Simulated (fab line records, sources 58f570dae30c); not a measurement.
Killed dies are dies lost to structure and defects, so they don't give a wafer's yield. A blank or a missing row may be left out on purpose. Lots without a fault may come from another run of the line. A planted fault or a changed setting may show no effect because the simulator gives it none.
Chamber matching | flow berkeley_cmos170 | UCB170_GATE_ETCH_15 on rie_si-01: 4 sister chambers
The step etches poly-Si in HBr/Cl2, stops on SiO2, time 56.3 s, target depth 278.2 nm. 7 wafers are shown with their chamber, then 7 later ones without.

WAFERS WITH THEIR CHAMBER
wafer  | chamber | throttle_valve_pct (%) | oes_product_au (a.u.)
L965.5 | 2       | 26.29                  | 0.839
L975.6 | 1       | 26.28                  | 0.824
L983.1 | 1       | 26.26                  | 0.830
L983.2 | 0       | 26.26                  | 0.823
L983.3 | 3       | 26.07                  | 0.817
L980.1 | 0       | 26.24                  | 0.830
L980.4 | 3       | 26.09                  | 0.825

WAFERS WITHOUT THEIR CHAMBER
wafer  | throttle_valve_pct (%) | oes_product_au (a.u.)
L980.6 | 26.26                  | 0.823
L985.1 | 26.28                  | 0.822
L985.2 | 26.25                  | 0.833
L985.5 | 26.26                  | 0.832
L987.1 | 26.29                  | 0.823
L987.3 | 26.09                  | 0.812
L987.5 | 26.30                  | 0.810

WHICH CHAMBER EACH WENT THROUGH
wafer  | from the rows above          | in truth
L980.6 | can't be placed: 0 or 1      | 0
L985.1 | can't be placed: 1 or 0      | 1
L985.2 | can't be placed: 0 or 1 or 2 | 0
L985.5 | can't be placed: 1 or 0 or 2 | 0
L987.1 | can't be placed: 1 or 0 or 2 | 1
L987.3 | 3                            | 3
L987.5 | can't be placed: 1 or 0 or 2 | 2
Placed correctly: 1 of 7. Can't be placed from these rows: 6 (the true chamber is among the candidates in 6). Placed wrongly: 0.
How it was worked out, from the rows above alone: a wafer's distance from a chamber is the root of the sum, over the readings, of the square of ((its reading less the chamber's mean) divided by the reading's scatter). The wafer belongs to the nearest chamber; if the next one is less than 2 further off, it can't be placed. A chamber's mean is the mean of its shown wafers. The scatter: the root of (the sum of the squares of (reading less its chamber's mean) over the shown wafers, divided by (wafers less chambers)).
